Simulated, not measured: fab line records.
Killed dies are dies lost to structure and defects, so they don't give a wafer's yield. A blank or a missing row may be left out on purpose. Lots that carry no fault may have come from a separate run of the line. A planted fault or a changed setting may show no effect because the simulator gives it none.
Problem report in the 8D (eight disciplines) form, filled by code / flow berkeley cmos170 / the parts of the form that need people (team, actions taken, sign-off) are left out

== 1. THE ISSUE ==
Across 6 wafers from 2 lots, NLDD_TW at UCB170_NLDD_TW_MEAS_11 averages 2313, while fault-free wafers read 2212 with a standard deviation of 16. That puts it +6.3 standard deviations away from the usual mean.
Seen first at day 11 07:20 on film metro-01, wafer L905.1. The record holds 42 wafers of 14 lots with a number at this step. Rule for "out" (also "out of limits"): further than 4 standard deviations from the usual mean. All remaining wafers that have a number are taken as sound.

== 2. WHAT THIS IS AND IS NOT ==
question=which readings at this step | is=NLDD_TW | is not=-
question=which lots | is=L905, L911 | is not=L889, L891, L893, L894, L897, L898, L899, L900, L901, L906, L907, L910
question=which wafers of those lots | is=all that have a number | is not=-
question=read on which gauges | is=film metro-01, film metro-02 | is not=film metro-03
question=when | is=from day 11 07:20 | is not=up to then (30 sound wafers); but 6 sound wafers of L907, L910 came after

== 3. SUSPECTS, AND WHAT RULES EACH OUT ==
Counting: a tool at a process step up to the reading stays a suspect if it ran every lot that is out and no sound lot after the first of them.
- the gauge at UCB170_NLDD_TW_MEAS_11: ruled out. 2 gauges (film metro-01, film metro-02) read the wafers that are out.
- implanter-02 at UCB170_NLDD_IMPLANT_09: kept. It ran every lot that is out, first L905 (day 11 07:05), and no sound lot after that; its last sound lot up to then is L899 (day 9 08:06). On those wafers its own readings are out: beam energy keV.
Remaining after the count: implanter-02 at UCB170_NLDD_IMPLANT_09.

== 4. THE CAUSE (what the simulator had put in) ==
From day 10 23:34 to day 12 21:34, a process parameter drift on implanter-02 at UCB170_NLDD_IMPLANT_09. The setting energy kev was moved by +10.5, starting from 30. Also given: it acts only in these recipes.
Only this tool survived the counting.

== 5. THE CHAIN OF EFFECTS, in route order ==
Each row: a reading whose mean over the struck wafers that have a number lies more than 3 standard deviations from the usual. Readings are gone through only where the record gives a usual standard deviation; hours: the median, over the lots, of the time from a lot's start at the first step in this table giving one to that lot's start at this step; sigmas: the change measured in usual standard deviations.
hours=0; step=UCB170_NLDD_IMPLANT_09; reading=beam energy keV; usual=30.001; on struck wafers=40.506; change=+10.505; sigmas=+99 or more
hours=0; step=UCB170_NLDD_TW_MEAS_11; reading=NLDD_TW; usual=2212; on struck wafers=2313; change=+101; sigmas=+6.3
hours=12; step=UCB170_SDANNEAL_RS_MEAS_05; reading=NLDD_RS; usual=617.0 ohm/sq; on struck wafers=578.0; change=-39.0; sigmas=-23
The process steps in it:
- UCB170_NLDD_IMPLANT_09

== 6. HOW IT WOULD HAVE BEEN CAUGHT EARLIER ==
Counted from the fault's start at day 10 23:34, it took 8 hours until the first out-of-limits reading at a measuring or inspecting step in this record, taken at day 11 07:20.
At UCB170_NLDD_IMPLANT_09, the tool's own readings (beam energy keV) were out on each struck wafer the step has a row for, so an alarm limit on them would have fired on the first such wafer.
Among the 2 lots that are out, L911 began UCB170_NLDD_IMPLANT_09 on implanter-02 after day 11 07:20. Had the tool been put on hold then, it would have been spared.
